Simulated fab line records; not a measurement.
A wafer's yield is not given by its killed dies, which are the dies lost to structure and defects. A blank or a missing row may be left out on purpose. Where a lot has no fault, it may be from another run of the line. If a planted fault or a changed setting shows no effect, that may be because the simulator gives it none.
The tool behind it: which one? -- flow rit_cmos -- Sampling: 6 lots, 18 wafers, 2 of 202 route steps

## WHAT EACH GAUGE READ, for each wafer
RIT_ACTIVE_THK_MEAS_04.
lot,measured,on,ACTIVE_NITRIDE_THK (nm)
L332,day 1 19:14,film_metro-01,151.8 153.0 152.6
L334,day 2 04:32,film_metro-03,152.2 151.1 150.8
L336,day 2 14:51,film_metro-03,151.6 152.1 152.6
L341,day 3 16:57,film_metro-03,190.1 190.3 189.4 190.1 190.3 189.4
L349,day 5 08:02,film_metro-03,149.6 149.9 150.0
L352,day 6 00:04,film_metro-03,150.6 149.1 150.4

## EACH LOT AND THE TOOL THAT RAN IT (in order: tool; ch and the chambers of the sampled wafers; start)
lot,RIT_ACTIVE_CVD_03
L332,"lpcvd-01 ch 1, day 1 17:49"
L334,"lpcvd-02 ch 1, day 2 03:07"
L336,"lpcvd-02 ch 0, day 2 13:26"
L341,"lpcvd-02 ch 1, day 3 15:31"
L349,"lpcvd-01 ch 0, day 5 06:38"
L352,"lpcvd-01 ch 0, day 5 22:39"
- RIT_ACTIVE_CVD_03: deposits Si3N4 from SiH2Cl2/NH3, target thk 150 nm, time 1500 s.

## THE ANSWER, worked out from the rows above alone
Rule: the usual values come from the lots themselves. The widest of any qualifying gaps counts: lots, ordered by their means at a reading, are off when they make up no more than a third of the lots, leave a main group of 4 or more, and stand apart from it by 3 or more times the standard deviation of that group's means. A main group is skipped when, at the precision printed for the reading in the tables above, its means are all equal. A lot without any number at a reading at which 4 lots or more have one is off too. The other lots that the step has rows for count as sound.
Off: L341, seen at RIT_ACTIVE_THK_MEAS_04 (ACTIVE_NITRIDE_THK). Main group: mean 151.2 nm, sd 1.1.
A tool fits if, at a process step before that reading, it ran every lot that is off, and no sound lot after the first of them. Those tools and the gauges at RIT_ACTIVE_THK_MEAS_04 are tried in the same way. One candidate fits, namely lpcvd-02 at RIT_ACTIVE_CVD_03. Its last sound lot is L336 (day 2 13:26), its first lot that is off L341 (day 3 15:31): a fault that began between those two fits.

## WHAT THE SIMULATOR PUT IN
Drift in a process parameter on lpcvd-02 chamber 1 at RIT_ACTIVE_CVD_03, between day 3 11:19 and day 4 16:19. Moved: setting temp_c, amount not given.
Struck lots among those shown: L341. The rule above found the same.
